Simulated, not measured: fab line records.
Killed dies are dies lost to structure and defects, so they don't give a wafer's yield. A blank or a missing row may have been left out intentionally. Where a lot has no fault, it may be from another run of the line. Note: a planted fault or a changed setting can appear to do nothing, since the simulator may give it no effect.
fab line records | flow berkeley-cmos170
record lots=16 | wafers=48 | last-day=11
route steps=331 shown NWELL@26 WELLDRIVE@56 GATE@128
lots that met no fault: taken from a fault-free run of the same line
start-h: start of the lot's first displayed wafer, in hours after the record's first day | wait-h: how many hours have passed since the lot's step before this one | " identical to the entry in the row above | L1.1+2: several wafers, shown together as one row | - either no value or no given start | * or withheld: withheld | < > ~ a bound
route shown NAME@n: names a module that has steps shown in the file, with the first one's number in the route | usual: mean/standard deviation taken from wafers without a fault | same: alike in all rows | chamber/n: place in a boat | sites: per-site readings | _std_site: the standard deviation of these | _edge_site: outer sites' mean less inner sites' | radius-mm: how far each site lies from the wafer's centre | mask NAME#n: copy n | behind: the last tool/chamber to shape the wafer | hold: what put the lot on hold/how long, in hours/how the hold closed | device: transistor that didn't switch, given as n, p or np | end of line: at the end of the route, the tests of the same wafers | for a step that has no rows: nothing shown but its recipe | killed: dies that structure and defects cost at the first sort, which is not the same as the wafer's yield | map: a wafer's dies, marking killed ones x, the rest . and places with no die _
set.NAME: the setting that was run; set.NAME@STEP: the one run at that earlier step | model.NAME: the simulator's own value behind a step, which no gauge read
one table for each step of the route and one row for each wafer, over a sample of lots
services: when a tool's chamber went out of use (start-h, in hours from the record's first day, below 0 if earlier), for how many hours, and the reason
## steps
# step UCB170_NWELL_OVL_MEAS_12
# usual NWELL_OVL=-3/5.7
lot.wafer | tool       | chamber | start-h | wait-h | NWELL_OVL[nm]
L507.1    | overlay-02 | -       | 33.85   | -      | -1
L507.2    | "          | -       | "       | "      | -6
L507.3    | "          | -       | "       | "      | 5
L508.1    | overlay-02 | -       | 39.70   | -      | -5
L508.2    | "          | -       | "       | "      | 1
L508.3    | "          | -       | "       | "      | -1
L509.1    | overlay-01 | -       | 42.98   | -      | -11
L509.2    | "          | -       | "       | "      | -5
L509.6    | "          | -       | "       | "      | -5
L510.1    | overlay-01 | -       | 51.30   | -      | -7
L510.3    | "          | -       | "       | "      | -7
L510.5    | "          | -       | "       | "      | -5
L512.2    | overlay-02 | -       | 66.28   | -      | -1
L512.5    | "          | -       | "       | "      | -1
L512.6    | "          | -       | "       | "      | -5
L514.3    | overlay-01 | -       | 73.78   | -      | -2
L514.4    | "          | -       | "       | "      | -7
L514.5    | "          | -       | "       | "      | -6
L515.1    | overlay-01 | -       | 88.80   | -      | 1
L515.4    | "          | -       | "       | "      | 5
L515.5    | "          | -       | "       | "      | -2
L516.1    | overlay-01 | -       | 89.04   | -      | 1
L516.2    | "          | -       | "       | "      | 5
L516.6    | "          | -       | "       | "      | -2
L517.1    | overlay-01 | -       | 96.17   | -      | -1
L517.4    | "          | -       | "       | "      | 1
L517.5    | "          | -       | "       | "      | 2
L518.2    | overlay-02 | -       | 96.29   | -      | -4
L518.3    | "          | -       | "       | "      | -3
L518.5    | "          | -       | "       | "      | -7
L519.1    | overlay-01 | -       | 100.13  | -      | -6
L519.2    | "          | -       | "       | "      | -6
L519.5    | "          | -       | "       | "      | 0
L522.1    | overlay-01 | -       | 109.51  | -      | 3
L522.5    | "          | -       | "       | "      | 1
L522.6    | "          | -       | "       | "      | 4
L527.1    | overlay-01 | -       | 128.18  | -      | 1
L527.2    | "          | -       | "       | "      | -7
L527.6    | "          | -       | "       | "      | -4
L526.1    | overlay-02 | -       | 128.36  | -      | 1
L526.2    | "          | -       | "       | "      | -11
L526.4    | "          | -       | "       | "      | -5
L529.1    | overlay-02 | -       | 141.78  | -      | 4
L529.2    | "          | -       | "       | "      | 9
L529.4    | "          | -       | "       | "      | 6
L530.2    | overlay-02 | -       | 142.92  | -      | 6
L530.3    | "          | -       | "       | "      | 3
L530.6    | "          | -       | "       | "      | 10
# step UCB170_WELLDRIVE_OXIDATION_01
# recipe temp-c=1100 | ambient=O2 | target-thk-a=1990 | ox-time-s=9000
# usual spike-tc-centre-C=1101.8/1.6 | spike-tc-load-C=1128.7/1.4 | spike-tc-source-C=1127/4.7 | tube_center_temp_C_max=1102.8/0.39
lot.wafer | tool       | chamber | start-h | wait-h | spike-tc-centre-C | spike-tc-load-C | spike-tc-source-C | tube_center_temp_C_max
L507.1    | furnace-03 | 0       | 66.56   | 7.4    | 1104.2            | 1127.1          | 1130              | 1103.1
L507.2    | "          | 0       | "       | "      | 1103.2            | 1126.6          | 1130              | 1103.1
L507.3    | "          | 0       | "       | "      | 1102.2            | 1126.6          | 1130              | 1102.9
L508.1    | furnace-03 | 0       | 66.56   | 0.1    | 1102.7            | 1126.9          | 1130              | 1103.1
L508.2    | "          | 0       | "       | "      | 1103.5            | 1128.4          | 1129              | 1102.9
L508.3    | "          | 0       | "       | "      | 1103.2            | 1128.0          | 1130              | 1103.2
L509.1    | furnace-03 | 0       | 66.56   | 0.4    | 1103.9            | 1127.5          | 1129              | 1102.7
L509.2    | "          | 0       | "       | "      | 1102.7            | 1127.2          | 1129              | 1102.9
L509.6    | "          | 0       | "       | "      | 1103.4            | 1127.2          | 1131              | 1102.5
L510.1    | furnace-02 | 0       | 83.46   | 3.6    | 1103.9            | 1127.5          | 1123              | 1102.5
L510.3    | "          | 0       | "       | "      | 1100.8            | 1129.0          | 1123              | 1102.4
L510.5    | "          | 0       | "       | "      | 1100.8            | 1126.6          | 1124              | 1102.2
L512.2    | furnace-02 | 0       | 93.75   | 2.4    | 1100.0            | 1128.7          | 1124              | 1103.3
L512.5    | "          | 0       | "       | "      | 1103.0            | 1128.5          | 1120              | 1103.0
L512.6    | "          | 0       | "       | "      | 1102.8            | 1128.7          | 1121              | 1102.4
L514.3    | furnace-02 | 0       | 100.25  | 4.0    | 1103.6            | 1127.7          | 1122              | 1102.6
L514.4    | "          | 0       | "       | "      | 1102.1            | 1129.8          | 1122              | 1102.9
L514.5    | "          | 0       | "       | "      | 1101.8            | 1128.3          | 1124              | 1102.8
L515.1    | furnace-02 | 0       | 118.41  | 2.9    | 1100.3            | 1129.9          | 1124              | 1102.5
L515.4    | "          | 0       | "       | "      | 1099.5            | 1127.7          | 1121              | 1102.3
L515.5    | "          | 0       | "       | "      | 1102.2            | 1131.0          | 1123              | 1103.1
L516.1    | furnace-02 | 0       | 125.97  | 1.3    | 1086.3            | 1112.0          | 1106              | 1103.3
L516.2    | "          | 0       | "       | "      | 1086.9            | 1111.2          | 1107              | 1102.9
L516.6    | "          | 0       | "       | "      | 1086.1            | 1113.5          | 1107              | 1102.5
L517.1    | furnace-02 | 0       | 125.97  | 1.3    | 1084.9            | 1113.1          | 1106              | 1103.3
L517.4    | "          | 0       | "       | "      | 1087.2            | 1113.0          | 1108              | 1103.7
L517.5    | "          | 0       | "       | "      | 1086.9            | 1111.5          | 1107              | 1102.9
L518.2    | furnace-02 | 0       | 125.97  | 0.5    | 1087.2            | 1115.7          | 1106              | 1102.8
L518.3    | "          | 0       | "       | "      | 1085.7            | 1112.8          | 1107              | 1102.7
L518.5    | "          | 0       | "       | "      | 1086.3            | 1113.1          | 1105              | 1103.2
L519.1    | furnace-02 | 0       | 125.97  | 1.3    | 1083.5            | 1113.5          | 1106              | 1102.6
L519.2    | "          | 0       | "       | "      | 1086.1            | 1112.7          | 1107              | 1103.2
L519.5    | "          | 0       | "       | "      | 1087.1            | 1114.1          | 1106              | 1103.0
L522.1    | furnace-03 | 0       | 134.45  | 2.2    | 1104.5            | 1126.5          | 1129              | 1102.7
L522.5    | "          | 0       | "       | "      | 1103.1            | 1127.0          | 1131              | 1102.6
L522.6    | "          | 0       | "       | "      | 1102.6            | 1128.1          | 1128              | 1103.5
L526.1    | furnace-04 | 0       | 151.61  | 1.4    | 1099.9            | 1129.9          | 1133              | 1102.7
L526.2    | "          | 0       | "       | "      | 1099.7            | 1130.4          | 1133              | 1102.8
L526.4    | "          | 0       | "       | "      | 1099.7            | 1128.8          | 1133              | 1102.6
L527.1    | furnace-04 | 0       | 151.61  | 0.3    | 1099.4            | 1130.7          | 1132              | 1102.3
L527.2    | "          | 0       | "       | "      | 1101.7            | 1130.5          | 1134              | 1102.7
L527.6    | "          | 0       | "       | "      | 1101.2            | 1129.3          | 1133              | 1102.4
L529.1    | furnace-04 | 0       | 163.63  | 0.1    | 1099.2            | 1131.8          | 1132              | 1102.4
L529.2    | "          | 0       | "       | "      | 1100.2            | 1129.3          | 1133              | 1103.5
L529.4    | "          | 0       | "       | "      | 1100.3            | 1128.7          | 1132              | 1102.8
L530.2    | furnace-04 | 0       | 163.63  | 1.3    | 1100.6            | 1130.2          | 1131              | 1102.7
L530.3    | "          | 0       | "       | "      | 1098.6            | 1130.3          | 1134              | 1102.5
L530.6    | "          | 0       | "       | "      | 1099.7            | 1128.0          | 1132              | 1103.6
# step UCB170_WELLDRIVE_THK_MEAS_02
# recipe reads=SiO2_of_WELLDRIVE_OXIDATION_01
# usual WELLDRIVE_OXIDE_THK=198/4.7
lot.wafer | tool          | chamber | start-h | wait-h | WELLDRIVE_OXIDE_THK[nm]
L507.1    | film-metro-03 | -       | 70.06   | 0.0    | 203
L507.2    | "             | -       | "       | "      | 201
L507.3    | "             | -       | "       | "      | 203
L509.1    | film-metro-04 | -       | 70.06   | 0.0    | 198
L509.2    | "             | -       | "       | "      | 199
L509.6    | "             | -       | "       | "      | 198
L508.1    | film-metro-03 | -       | 70.12   | 0.1    | 198
L508.2    | "             | -       | "       | "      | 199
L508.3    | "             | -       | "       | "      | 197
L510.1    | film-metro-03 | -       | 86.96   | 0.0    | 213
L510.3    | "             | -       | "       | "      | 207
L510.5    | "             | -       | "       | "      | 211
L512.2    | film-metro-04 | -       | 97.26   | 0.0    | 195
L512.5    | "             | -       | "       | "      | 189
L512.6    | "             | -       | "       | "      | 191
L514.3    | film-metro-03 | -       | 103.77  | 0.0    | 201
L514.4    | "             | -       | "       | "      | 201
L514.5    | "             | -       | "       | "      | 203
L515.1    | film-metro-02 | -       | 121.91  | 0.0    | 201
L515.4    | "             | -       | "       | "      | 203
L515.5    | "             | -       | "       | "      | 201
L516.1    | film-metro-02 | -       | 129.47  | 0.0    | 168
L516.2    | "             | -       | "       | "      | 173
L516.6    | "             | -       | "       | "      | 171
L517.1    | film-metro-04 | -       | 129.47  | 0.0    | 178
L517.4    | "             | -       | "       | "      | 178
L517.5    | "             | -       | "       | "      | 181
L519.1    | film-metro-03 | -       | 129.47  | 0.0    | 177
L519.2    | "             | -       | "       | "      | 173
L519.5    | "             | -       | "       | "      | 175
L518.2    | film-metro-03 | -       | 129.54  | 0.1    | 180
L518.3    | "             | -       | "       | "      | 179
L518.5    | "             | -       | "       | "      | 178
L522.1    | film-metro-04 | -       | 137.98  | 0.0    | 203
L522.5    | "             | -       | "       | "      | 207
L522.6    | "             | -       | "       | "      | 206
L526.1    | film-metro-04 | -       | 155.11  | 0.0    | 202
L526.2    | "             | -       | "       | "      | 199
L526.4    | "             | -       | "       | "      | 202
L527.1    | film-metro-03 | -       | 155.11  | 0.0    | 199
L527.2    | "             | -       | "       | "      | 198
L527.6    | "             | -       | "       | "      | 199
L529.1    | film-metro-04 | -       | 167.13  | 0.0    | 193
L529.2    | "             | -       | "       | "      | 192
L529.4    | "             | -       | "       | "      | 192
L530.2    | film-metro-03 | -       | 167.14  | 0.0    | 192
L530.3    | "             | -       | "       | "      | 193
L530.6    | "             | -       | "       | "      | 194
# step UCB170_GATE_THK_MEAS_02
# recipe reads=SiO2_of_GATE_OXIDATION_01
# usual GATE_OXIDE_THK=6.61/0.1
lot.wafer | tool          | chamber | start-h | wait-h | GATE_OXIDE_THK[nm]
L508.1    | film-metro-03 | -       | 130.97  | 0.0    | 6.55
L508.2    | "             | -       | "       | "      | 6.64
L508.3    | "             | -       | "       | "      | 6.69
L507.1    | film-metro-04 | -       | 131.00  | 0.0    | 6.70
L507.2    | "             | -       | "       | "      | 6.75
L507.3    | "             | -       | "       | "      | 6.64
L509.1    | film-metro-03 | -       | 131.03  | 0.1    | 6.65
L509.2    | "             | -       | "       | "      | 6.73
L509.6    | "             | -       | "       | "      | 6.65
L510.1    | film-metro-04 | -       | 139.76  | 0.0    | 6.62
L510.3    | "             | -       | "       | "      | 6.70
L510.5    | "             | -       | "       | "      | 6.65
L514.3    | film-metro-03 | -       | 152.00  | 0.0    | 6.39
L514.4    | "             | -       | "       | "      | 6.53
L514.5    | "             | -       | "       | "      | 6.47
L512.2    | film-metro-03 | -       | 152.05  | 0.1    | 6.61
L512.5    | "             | -       | "       | "      | 6.69
L512.6    | "             | -       | "       | "      | 6.71
L515.1    | film-metro-04 | -       | 169.55  | 0.0    | 6.64
L515.4    | "             | -       | "       | "      | 6.69
L515.5    | "             | -       | "       | "      | 6.67
L516.1    | film-metro-03 | -       | 177.14  | 0.0    | 6.67
L516.2    | "             | -       | "       | "      | 6.57
L516.6    | "             | -       | "       | "      | 6.60
L519.1    | film-metro-03 | -       | 177.20  | 0.1    | 6.66
L519.2    | "             | -       | "       | "      | 6.56
L519.5    | "             | -       | "       | "      | 6.67
L518.2    | film-metro-03 | -       | 177.27  | 0.1    | 6.60
L518.3    | "             | -       | "       | "      | 6.50
L518.5    | "             | -       | "       | "      | 6.71
L517.1    | film-metro-04 | -       | 177.29  | 0.1    | 6.46
L517.4    | "             | -       | "       | "      | 6.52
L517.5    | "             | -       | "       | "      | 6.47
L522.1    | film-metro-04 | -       | 189.36  | 0.0    | 6.66
L522.5    | "             | -       | "       | "      | 6.48
L522.6    | "             | -       | "       | "      | 6.47
L526.1    | film-metro-02 | -       | 210.95  | 0.0    | 6.91
L526.2    | "             | -       | "       | "      | 6.67
L526.4    | "             | -       | "       | "      | 6.66
L527.1    | film-metro-03 | -       | 212.54  | 0.0    | 6.56
L527.2    | "             | -       | "       | "      | 6.72
L527.6    | "             | -       | "       | "      | 6.66
L529.1    | film-metro-03 | -       | 218.20  | 0.0    | 6.57
L529.2    | "             | -       | "       | "      | 6.62
L529.4    | "             | -       | "       | "      | 6.59
L530.2    | film-metro-02 | -       | 218.21  | 0.0    | 6.41
L530.3    | "             | -       | "       | "      | 6.42
L530.6    | "             | -       | "       | "      | 6.48
# step UCB170_GATE_THK_MEAS_05
# recipe reads=poly-Si_of_GATE_CVD_04
# usual GATE_POLY_THK=208.3/1.9
lot.wafer | tool          | chamber | start-h | wait-h | GATE_POLY_THK[nm]
L507.1    | film-metro-04 | -       | 136.48  | 0.0    | 208.8
L507.2    | "             | -       | "       | "      | 207.6
L507.3    | "             | -       | "       | "      | 207.6
L508.1    | film-metro-03 | -       | 136.51  | 0.0    | 207.5
L508.2    | "             | -       | "       | "      | 208.1
L508.3    | "             | -       | "       | "      | 207.6
L509.1    | film-metro-04 | -       | 136.54  | 0.1    | 210.4
L509.2    | "             | -       | "       | "      | 209.8
L509.6    | "             | -       | "       | "      | 209.0
L510.1    | film-metro-02 | -       | 145.33  | 0.0    | 204.4
L510.3    | "             | -       | "       | "      | 204.1
L510.5    | "             | -       | "       | "      | 205.6
L512.2    | film-metro-04 | -       | 157.01  | 0.0    | 208.2
L512.5    | "             | -       | "       | "      | 204.7
L512.6    | "             | -       | "       | "      | 204.8
L514.3    | film-metro-03 | -       | 157.02  | 0.0    | 210.8
L514.4    | "             | -       | "       | "      | 213.0
L514.5    | "             | -       | "       | "      | 211.4
L515.1    | film-metro-02 | -       | 174.01  | 0.0    | 206.8
L515.4    | "             | -       | "       | "      | 206.8
L515.5    | "             | -       | "       | "      | 207.7
L516.1    | film-metro-02 | -       | 182.54  | 0.0    | 208.5
L516.2    | "             | -       | "       | "      | 210.1
L516.6    | "             | -       | "       | "      | 207.4
L517.1    | film-metro-04 | -       | 182.54  | 0.0    | 210.5
L517.4    | "             | -       | "       | "      | 210.3
L517.5    | "             | -       | "       | "      | 209.8
L519.1    | film-metro-03 | -       | 182.54  | 0.0    | 209.1
L519.2    | "             | -       | "       | "      | 210.1
L519.5    | "             | -       | "       | "      | 209.9
L518.2    | film-metro-02 | -       | 182.61  | 0.1    | 206.0
L518.3    | "             | -       | "       | "      | 206.4
L518.5    | "             | -       | "       | "      | 204.1
L522.1    | film-metro-03 | -       | 195.32  | 0.0    | 206.6
L522.5    | "             | -       | "       | "      | 208.4
L522.6    | "             | -       | "       | "      | 207.6
L526.1    | film-metro-04 | -       | 216.25  | 0.0    | 210.4
L526.2    | "             | -       | "       | "      | 210.9
L526.4    | "             | -       | "       | "      | 209.0
L527.1    | film-metro-02 | -       | 216.25  | 0.0    | 210.5
L527.2    | "             | -       | "       | "      | 211.9
L527.6    | "             | -       | "       | "      | 210.6
L529.1    | film-metro-02 | -       | 224.13  | 0.0    | 206.7
L529.2    | "             | -       | "       | "      | 206.8
L529.4    | "             | -       | "       | "      | 208.3
L530.2    | film-metro-04 | -       | 224.14  | 0.0    | 208.2
L530.3    | "             | -       | "       | "      | 206.4
L530.6    | "             | -       | "       | "      | 204.7
## services
tool       | chamber | start-h | hours | kind
furnace-04 | -       | 45.75   | 63.8  | pm
furnace-03 | -       | 61.29   | 3.9   | pm
furnace-02 | -       | 73.78   | 5.6   | pm
furnace-03 | -       | 117.74  | 3.0   | pm
## key
first-sign step=UCB170_WELLDRIVE_OXIDATION_01 | reading=spike-tc-load-C | direction=down | sigmas=11 | usual=1128.7 | struck=1113.0
effect step=UCB170_WELLDRIVE_OXIDATION_01 | reading=spike-tc-centre-C | direction=down | sigmas=9.8 | usual=1101.8 | struck=1086.2
effect step=UCB170_WELLDRIVE_THK_MEAS_02 | reading=WELLDRIVE_OXIDE_THK | direction=down | sigmas=4.8 | usual=198 | struck=176
met-at UCB170_WELLDRIVE_OXIDATION_01
struck-lots L516,L517,L518,L519
tester-left-out L516,L517,L518,L519
not-acting-at UCB170_NWELL_OVL_MEAS_12,UCB170_GATE_THK_MEAS_02,UCB170_GATE_THK_MEAS_05
onset-between 118.41 125.97
fault kind=process-parameter-drift | tool=furnace-02 | chamber=- | onset-h=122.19 | steps=UCB170_WELLDRIVE_OXIDATION_01 | channel=temp-c | offset=* | shape=step | end-h=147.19 | acts-in=* | stated=*
# tester-left-out: of these lots the tester's yield and bins aren't shown, on N5 and GAA mostly nor the transistor test; their killed dies are dies lost to structure and defects alone, not to doping, threshold or leakage, so they don't give the yield
